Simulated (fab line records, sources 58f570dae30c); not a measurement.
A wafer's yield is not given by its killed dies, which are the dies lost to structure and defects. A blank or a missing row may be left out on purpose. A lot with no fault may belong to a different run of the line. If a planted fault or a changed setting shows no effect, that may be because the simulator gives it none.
Lot-split experiment || flow berkeleyCmos170 || 5 lots, 23 wafers read, on a route of 331 steps

## THE SPLIT ITSELF
At UCB170_SCREENOX_OXIDATION_01 (target thk 14.4 nm, ox time 2400 s), the setting oxTimeS was moved away from the recipe's 2400 s on 20 of the 23 wafers read, by -12.2% to +7.6%. This setting was run at the recipe's value on the other wafers.

The split's own step is where the reading is taken.

## THE READING
SiO2_of_SCREENOX_OXIDATION_01.thkNm (the simulator's own value, which no gauge read), in nm, at UCB170_SCREENOX_OXIDATION_01 (target thk 14.4 nm, ox time 2400 s). The file does not state a usual value for it. Average 14.51 nm, standard deviation 0.073 nm, over the 3 wafers here run with the recipe.

{"wafer": "L077.1", "tool, chamber at the split": "-, -", "oxTimeS as run, s": 2142, "against the recipe": "-10.8%", "SiO2_of_SCREENOX_OXIDATION_01.thkNm, nm": 13.63, "against lot-mates on the recipe": "no lot-mate on the recipe"}
{"wafer": "L077.3", "tool, chamber at the split": "-, -", "oxTimeS as run, s": 2142, "against the recipe": "-10.8%", "SiO2_of_SCREENOX_OXIDATION_01.thkNm, nm": 13.37, "against lot-mates on the recipe": "no lot-mate on the recipe"}
{"wafer": "L077.4", "tool, chamber at the split": "-, -", "oxTimeS as run, s": 2142, "against the recipe": "-10.8%", "SiO2_of_SCREENOX_OXIDATION_01.thkNm, nm": 13.31, "against lot-mates on the recipe": "no lot-mate on the recipe"}
{"wafer": "L077.5", "tool, chamber at the split": "-, -", "oxTimeS as run, s": 2142, "against the recipe": "-10.8%", "SiO2_of_SCREENOX_OXIDATION_01.thkNm, nm": 13.41, "against lot-mates on the recipe": "no lot-mate on the recipe"}
{"wafer": "L077.6", "tool, chamber at the split": "-, -", "oxTimeS as run, s": 2142, "against the recipe": "-10.8%", "SiO2_of_SCREENOX_OXIDATION_01.thkNm, nm": 13.51, "against lot-mates on the recipe": "no lot-mate on the recipe"}
{"wafer": "L078.1", "tool, chamber at the split": "-, -", "oxTimeS as run, s": 2582, "against the recipe": "+7.6%", "SiO2_of_SCREENOX_OXIDATION_01.thkNm, nm": 15.36, "against lot-mates on the recipe": "no lot-mate on the recipe"}
{"wafer": "L078.3", "tool, chamber at the split": "-, -", "oxTimeS as run, s": 2582, "against the recipe": "+7.6%", "SiO2_of_SCREENOX_OXIDATION_01.thkNm, nm": 15.06, "against lot-mates on the recipe": "no lot-mate on the recipe"}
{"wafer": "L078.4", "tool, chamber at the split": "-, -", "oxTimeS as run, s": 2582, "against the recipe": "+7.6%", "SiO2_of_SCREENOX_OXIDATION_01.thkNm, nm": 14.94, "against lot-mates on the recipe": "no lot-mate on the recipe"}
{"wafer": "L078.5", "tool, chamber at the split": "-, -", "oxTimeS as run, s": 2582, "against the recipe": "+7.6%", "SiO2_of_SCREENOX_OXIDATION_01.thkNm, nm": 15.14, "against lot-mates on the recipe": "no lot-mate on the recipe"}
{"wafer": "L078.6", "tool, chamber at the split": "-, -", "oxTimeS as run, s": 2582, "against the recipe": "+7.6%", "SiO2_of_SCREENOX_OXIDATION_01.thkNm, nm": 15.3, "against lot-mates on the recipe": "no lot-mate on the recipe"}
{"wafer": "L079.1", "tool, chamber at the split": "-, -", "oxTimeS as run, s": 2108, "against the recipe": "-12.2%", "SiO2_of_SCREENOX_OXIDATION_01.thkNm, nm": 13.24, "against lot-mates on the recipe": "no lot-mate on the recipe"}
{"wafer": "L079.2", "tool, chamber at the split": "-, -", "oxTimeS as run, s": 2108, "against the recipe": "-12.2%", "SiO2_of_SCREENOX_OXIDATION_01.thkNm, nm": 13.19, "against lot-mates on the recipe": "no lot-mate on the recipe"}
{"wafer": "L079.3", "tool, chamber at the split": "-, -", "oxTimeS as run, s": 2108, "against the recipe": "-12.2%", "SiO2_of_SCREENOX_OXIDATION_01.thkNm, nm": 13.17, "against lot-mates on the recipe": "no lot-mate on the recipe"}
{"wafer": "L079.5", "tool, chamber at the split": "-, -", "oxTimeS as run, s": 2108, "against the recipe": "-12.2%", "SiO2_of_SCREENOX_OXIDATION_01.thkNm, nm": 13.17, "against lot-mates on the recipe": "no lot-mate on the recipe"}
{"wafer": "L079.4", "tool, chamber at the split": "-, -", "oxTimeS as run, s": 2108, "against the recipe": "-12.2%", "SiO2_of_SCREENOX_OXIDATION_01.thkNm, nm": 13.04, "against lot-mates on the recipe": "no lot-mate on the recipe"}
{"wafer": "L081.1", "tool, chamber at the split": "furnace-04, 0", "oxTimeS as run, s": 2400, "against the recipe": "recipe", "SiO2_of_SCREENOX_OXIDATION_01.thkNm, nm": 14.57, "against lot-mates on the recipe": "-"}
{"wafer": "L081.3", "tool, chamber at the split": "furnace-04, 0", "oxTimeS as run, s": 2400, "against the recipe": "recipe", "SiO2_of_SCREENOX_OXIDATION_01.thkNm, nm": 14.41, "against lot-mates on the recipe": "-"}
{"wafer": "L081.6", "tool, chamber at the split": "furnace-04, 0", "oxTimeS as run, s": 2400, "against the recipe": "recipe", "SiO2_of_SCREENOX_OXIDATION_01.thkNm, nm": 14.56, "against lot-mates on the recipe": "-"}
{"wafer": "L083.1", "tool, chamber at the split": "-, -", "oxTimeS as run, s": 2275, "against the recipe": "-5.2%", "SiO2_of_SCREENOX_OXIDATION_01.thkNm, nm": 13.39, "against lot-mates on the recipe": "no lot-mate on the recipe"}
{"wafer": "L083.3", "tool, chamber at the split": "-, -", "oxTimeS as run, s": 2275, "against the recipe": "-5.2%", "SiO2_of_SCREENOX_OXIDATION_01.thkNm, nm": 13.59, "against lot-mates on the recipe": "no lot-mate on the recipe"}
{"wafer": "L083.4", "tool, chamber at the split": "-, -", "oxTimeS as run, s": 2275, "against the recipe": "-5.2%", "SiO2_of_SCREENOX_OXIDATION_01.thkNm, nm": 13.42, "against lot-mates on the recipe": "no lot-mate on the recipe"}
{"wafer": "L083.5", "tool, chamber at the split": "-, -", "oxTimeS as run, s": 2275, "against the recipe": "-5.2%", "SiO2_of_SCREENOX_OXIDATION_01.thkNm, nm": 13.53, "against lot-mates on the recipe": "no lot-mate on the recipe"}
{"wafer": "L083.6", "tool, chamber at the split": "-, -", "oxTimeS as run, s": 2275, "against the recipe": "-5.2%", "SiO2_of_SCREENOX_OXIDATION_01.thkNm, nm": 13.13, "against lot-mates on the recipe": "no lot-mate on the recipe"}

FIT RESULTS
A straight line over all 23 wafers: SiO2_of_SCREENOX_OXIDATION_01.thkNm changes by +0.1 nm for each +1% of oxTimeS; r = +0.95; the points scatter about the line by 0.26 nm.
Too few moved wafers have a lot-mate on the recipe to fit a line with each lot's own level taken away.

## FILE'S OWN FIT
SiO2_of_SCREENOX_OXIDATION_01.thkNm changes by +0.1 nm for each +1% of oxTimeS, r = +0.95.
